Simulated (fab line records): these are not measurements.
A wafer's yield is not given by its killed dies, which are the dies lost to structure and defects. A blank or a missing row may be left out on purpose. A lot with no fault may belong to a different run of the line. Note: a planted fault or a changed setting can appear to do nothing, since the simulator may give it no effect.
What tool caused it? -- flow rit cmos -- 21 wafers from 7 lots sampled at 2 of the route's 202 steps

== WHAT EACH GAUGE READ, for each wafer ==
RIT_NSD_TW_MEAS_10.
lot,measured,on,NSD_TW
L688,day 3 10:38,film metro-04,3144 3129 3153
L689,day 3 20:46,film metro-02,3130 3103 3110
L693,day 4 08:12,film metro-02,3103 3112 3100
L694,day 4 13:40,film metro-02,3112 3108 3122
L698,day 5 12:15,film metro-02,3079 3076 3080
L702,day 6 03:04,film metro-04,3194 3187 3191
L710,day 7 19:40,film metro-04,3138 3147 3132

== TOOL THAT RAN EACH LOT (tool first, then ch and the chambers of the sampled wafers, then the start) ==
lot,RIT_NSD_IMPLANT_08
L688,"implanter-03 ch 0, day 3 10:19"
L689,"implanter-03 ch 0, day 3 20:27"
L693,"implanter-01 ch 0, day 4 07:53"
L694,"implanter-01 ch 0, day 4 13:22"
L698,"implanter-01 ch 0, day 5 11:55"
L702,"implanter-01 ch 0, day 6 02:46"
L710,"implanter-02 ch 0, day 7 19:21"
- RIT_NSD_IMPLANT_08

== THE ANSWER, worked out from the rows above alone ==
Rule: usual is defined by the lots themselves. Put in order of their means at a reading, lots are off if they are a third of the lots or fewer, leave a main group of 4 or more, and stand apart from it by a gap of 3 or more times the standard deviation of the main group's means; of several such gaps the widest counts. Not used: any main group whose means are identical at the precision the tables above print for the reading. Also off: a lot with no number at a reading for which 4 or more lots have one. All remaining lots with rows at the step are treated as sound.
Nothing can be told from this: no lot is off at any reading shown.

== WHAT HAD BEEN PUT IN BY THE SIMULATOR ==
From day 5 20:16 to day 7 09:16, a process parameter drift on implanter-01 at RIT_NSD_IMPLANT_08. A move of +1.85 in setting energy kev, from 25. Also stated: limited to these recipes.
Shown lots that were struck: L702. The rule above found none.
